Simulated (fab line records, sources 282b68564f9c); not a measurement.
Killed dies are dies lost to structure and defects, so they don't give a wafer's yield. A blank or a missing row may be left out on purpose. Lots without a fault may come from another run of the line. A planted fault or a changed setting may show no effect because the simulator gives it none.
fab line records | flow rit_cmos
record lots=14 wafers=42 last_day=7
route steps=202 shown SILICIDE@167
lots that met no fault: from a run of the same line without faults
start_h: hours from the record's first day to the start of the lot's first wafer shown | wait_h: hours since the lot's step before | " the same as in the row above | L1.1+2: a row that stands for several wafers | - no value, or no start given | * or withheld: withheld | < > ~ a bound
route shown NAME@n: a module of which the file shows steps, and the number in the route of the first | usual: mean/standard deviation of fault-free wafers | same: alike in all rows | chamber/n: place in a boat | sites: the reading at each site | _std_site: their standard deviation | _edge_site: outer sites' mean less inner sites' | radius_mm: how far each site lies from the wafer's centre | mask NAME#n: copy n | behind: the tool/chamber that last shaped the wafer | hold: why the lot was held/for how many hours/how that ended | device: the transistor (n, p or np) that didn't switch | end of line: the same wafers' tests at the end of the route | a step without rows: its recipe alone | killed: dies lost to structure and defects at the first sort, not the wafer's yield | map: a wafer's dies, x killed, . not, _ none there
set.NAME: the setting as run; set.NAME@STEP: as run at that earlier step | model.NAME: the simulator's own value behind a step, which no gauge read
steps of the route over a sample of lots; a table a step, a row a wafer
services: from which hour (start_h, from the record's first day; less than 0 if before it) a tool's chamber was out of use, for how many hours, and why
## steps
# step RIT_SILICIDE_RTA_06
# recipe temp_c=750 time_s=10 idle_temp_c=25 ramp_up_s=5 ramp_down_s=10 cool_to_c=25 ambient=N2
# usual wafer_temp_C_max=753.8/0.76
# columns lot.wafer tool chamber start_h wait_h wafer_temp_C_max
L360.2 rtp_anneal-02 0 60.87 0.0 752.5
L360.5 " 0 " " 754.5
L360.6 " 0 " " 753.6
L362.1 rtp_anneal-02 0 66.30 0.0 753.2
L362.2 " 0 " " 753.5
L362.3 " 0 " " 752.3
L363.2 rtp_anneal-01 0 74.04 0.0 755.3
L363.3 " 0 " " 755.3
L363.5 " 0 " " 753.9
L364.1 rtp_anneal-02 0 77.43 0.0 753.3
L364.2 " 0 " " 754.8
L364.5 " 0 " " 753.2
L365.2 rtp_anneal-01 0 81.41 0.0 753.1
L365.4 " 0 " " 753.8
L365.6 " 0 " " 754.2
L367.3 rtp_anneal-01 0 88.27 0.0 753.5
L367.5 " 0 " " 753.0
L367.6 " 0 " " 752.3
L371.1 rtp_anneal-01 0 117.91 0.0 741.4
L371.2 " 0 " " 741.2
L371.5 " 0 " " 741.0
L372.1 rtp_anneal-02 0 127.70 0.0 753.6
L372.2 " 0 " " 752.9
L372.6 " 0 " " 754.1
L374.1 rtp_anneal-02 0 133.83 0.0 753.7
L374.2 " 0 " " 753.3
L374.6 " 0 " " 752.4
L375.1 rtp_anneal-01 0 136.82 0.0 741.7
L375.3 " 0 " " 741.6
L375.4 " 0 " " 742.0
L378.3 rtp_anneal-02 0 152.17 0.0 753.8
L378.4 " 0 " " 754.6
L378.5 " 0 " " 752.9
L380.2 rtp_anneal-02 0 156.72 0.0 755.6
L380.3 " 0 " " 754.8
L380.5 " 0 " " 753.4
L379.1 rtp_anneal-02 0 156.92 0.0 752.9
L379.3 " 0 " " 754.9
L379.5 " 0 " " 754.3
L382.1 rtp_anneal-02 0 169.16 0.0 754.6
L382.3 " 0 " " 754.7
L382.4 " 0 " " 754.0
## services
# columns tool chamber start_h hours kind
rtp_anneal-02 - 80.50 6.7 pm
## key
first_sign step=RIT_SILICIDE_RTA_06 reading=wafer_temp_C_max direction=down sigmas=16 usual=* struck=*
effect none on later readings
met_at RIT_SILICIDE_RTA_06
struck_lots L371,L375
tester_left_out L371,L375
onset_between 88.27 117.91
earlier_fault kind=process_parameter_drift tool=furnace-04 chamber=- onset_h=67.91 steps=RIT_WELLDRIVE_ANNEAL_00 channel=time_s offset=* shape=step end_h=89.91 acts_in=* stated=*
fault kind=process_parameter_drift tool=rtp_anneal-01 chamber=- onset_h=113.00 steps=RIT_SILICIDE_RTA_06 channel=temp_c offset=* shape=step end_h=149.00 acts_in=* stated=*
# tester_left_out: of these lots the tester's yield and bins aren't shown, on N5 and GAA mostly nor the transistor test; their killed dies are dies lost to structure and defects alone, not to doping, threshold or leakage, so they don't give the yield
